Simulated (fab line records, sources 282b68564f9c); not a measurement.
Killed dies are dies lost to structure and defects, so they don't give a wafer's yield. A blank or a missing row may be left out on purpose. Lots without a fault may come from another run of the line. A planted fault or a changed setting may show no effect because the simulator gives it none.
One fault seen from 2 desks | flow rit_cmos | each desk has only its own numbers; what lay behind them comes last

THE TOOL OWNER'S DESK: implanter-04
The tool's own readings at RIT_NLDD_IMPLANT_08: means of the sampled wafers that have a number, for each lot that ran on this tool. A lot is out of limits, marked OUT, if its mean lies more than 4 standard deviations from the usual mean; the brackets give that distance.
Columns: A = dose_ions_cm2 at RIT_NLDD_IMPLANT_08, usual 5e+14; B = faraday_current_uA at RIT_NLDD_IMPLANT_08, usual 1573; C = tilt_deg at RIT_NLDD_IMPLANT_08, usual 6.999 degrees
lot  | first seen here | A               | B    | C
L110 | day 3 15:54     | 5e+14           | 1598 | 6.994
L113 | day 4 06:19     | 5e+14           | 1574 | 7.004
L114 | day 4 12:58     | 5e+14           | 1569 | 7.026
L118 | day 5 05:36     | 5e+14           | 1590 | 7.010
L120 | day 5 15:23     | 5e+14           | 1586 | 7.016
L121 | day 5 21:28     | 5e+14 (-52) OUT | 1473 | 6.982
L123 | day 6 09:14     | 5e+14 (-52) OUT | 1497 | 6.998
This desk's finding: out of limits on L121, L123; first on L121, day 5 21:28 (dose_ions_cm2 at RIT_NLDD_IMPLANT_08). In limits: L110, L113, L114, L118, L120.

THE METROLOGY DESK
What the gauges read, lot by lot, whatever tool the lot ran on: means of the sampled wafers that have a number. A lot is out of limits, marked OUT, if its mean lies more than 4 standard deviations from the usual mean; the brackets give that distance.
Columns: A = FOX1_OXIDE_THK at RIT_FOX1_THK_MEAS_01, usual 330 nm; B = REOX_OXIDE_THK at RIT_REOX_THK_MEAS_04, usual 25.0 nm; C = NLDD_RS at RIT_SDANNEAL_RS_MEAS_07, usual 151.8 ohm/sq
lot  | first seen here | A   | B    | C
L107 | day 1 18:10     | 335 | 25.0 | 152.2
L109 | day 2 04:07     | 324 | 24.7 | 151.4
L110 | day 2 09:17     | 334 | 24.5 | 151.5
L111 | day 2 14:34     | 322 | 24.7 | 152.1
L112 | day 2 18:35     | 325 | 24.2 | 151.7
L113 | day 3 00:50     | 330 | 24.8 | 151.9
L114 | day 3 07:22     | 333 | 24.1 | 151.1
L118 | day 4 01:35     | 329 | 25.0 | 152.3
L120 | day 4 13:04     | 341 | 25.6 | 151.8
L121 | day 4 18:16     | 335 | 25.0 | 158.8 (+15) OUT
L123 | day 5 03:42     | 331 | 25.1 | 158.1 (+13) OUT
L125 | day 5 11:43     | 339 | 25.9 | 152.5
L129 | day 6 08:03     | 338 | 24.9 | 151.7
L130 | day 6 15:21     | 329 | 25.8 | 151.7
This desk's finding: out of limits on L121, L123; first on L121, day 6 06:05 (NLDD_RS at RIT_SDANNEAL_RS_MEAS_07). In limits: L107, L109, L110, L111, L112, L113, L114, L118, L120, L125, L129, L130.

PUT TOGETHER
The tool owner's desk could have raised an alarm at day 5 21:28, on L121, L123.
The metrology desk could have raised an alarm at day 6 06:05, on L121, L123.
Of the lots named, all ran RIT_NLDD_IMPLANT_08 on implanter-04.

WHAT THE SIMULATOR HAD PUT IN
Process parameter drift: implanter-04, from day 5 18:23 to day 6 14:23, at RIT_NLDD_IMPLANT_08. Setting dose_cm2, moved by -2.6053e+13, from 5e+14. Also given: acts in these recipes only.
Lots struck among those shown: L121, L123.
Hours from the fault's start to each desk's first reading out of limits: the tool owner's desk, 3; the metrology desk, 12.
